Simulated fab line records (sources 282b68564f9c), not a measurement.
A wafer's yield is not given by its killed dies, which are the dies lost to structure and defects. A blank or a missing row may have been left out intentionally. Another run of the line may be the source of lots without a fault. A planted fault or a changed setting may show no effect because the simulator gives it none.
Which tool was responsible?	flow ritCmos	7 lots, 21 wafers sampled, at 2 steps of a route of 202

== WHAT THE GAUGES SHOWED, per wafer ==
RIT_CONTACT_THK_MEAS_01.
lot	measured	on	CONTACT_TEOS_THK (nm)
L634	day 3 08:55	filmMetro-01	401 405 400
L637	day 3 23:24	filmMetro-01	394 391 394
L640	day 4 19:16	filmMetro-01	386 388 396
L646	day 6 01:45	filmMetro-02	790 776 799
L650	day 6 19:53	filmMetro-01	397 387 401
L652	day 7 04:21	filmMetro-03	386 388 391
L655	day 7 17:27	filmMetro-02	388 397 399

== TOOL THAT RAN EACH LOT (tool first, then ch and the chambers of the sampled wafers, then the start) ==
lot	RIT_CONTACT_CVD_00
L634	pecvd-04 ch 1,2, day 3 08:51
L637	pecvd-04 ch 0,1,2, day 3 23:20
L640	pecvd-04 ch 0,2, day 4 19:13
L646	pecvd-04 ch 1,2, day 6 01:28
L650	pecvd-01 ch 1,2, day 6 19:50
L652	pecvd-04 ch 0,2, day 7 04:18
L655	pecvd-04 ch 0,2, day 7 17:23
- RIT_CONTACT_CVD_00: deposits SiO2 from TEOS, target thk 400 nm, time 61 s.

== THE ANSWER, worked out from the rows above alone ==
Rule: the lots themselves supply what counts as usual. The widest of any qualifying gaps counts: lots, ordered by their means at a reading, are off when they make up no more than a third of the lots, leave a main group of 4 or more, and stand apart from it by 3 or more times the standard deviation of that group's means. A main group is skipped when, at the precision printed for the reading in the tables above, its means are all equal. A lot without any number at a reading at which 4 lots or more have one is off too. The other lots that the step has rows for count as sound.
Off: at RIT_CONTACT_THK_MEAS_01 (CONTACT_TEOS_THK), L646. For the main group the mean is 394 nm and the standard deviation 4.4.
If a tool, at a process step before that reading, ran all the lots that are off and no sound lot after the first of them, it fits. Those tools and the gauges at RIT_CONTACT_THK_MEAS_01 are tried in the same way. Not one of the candidates tried fits.

== WHAT THE SIMULATOR PUT IN ==
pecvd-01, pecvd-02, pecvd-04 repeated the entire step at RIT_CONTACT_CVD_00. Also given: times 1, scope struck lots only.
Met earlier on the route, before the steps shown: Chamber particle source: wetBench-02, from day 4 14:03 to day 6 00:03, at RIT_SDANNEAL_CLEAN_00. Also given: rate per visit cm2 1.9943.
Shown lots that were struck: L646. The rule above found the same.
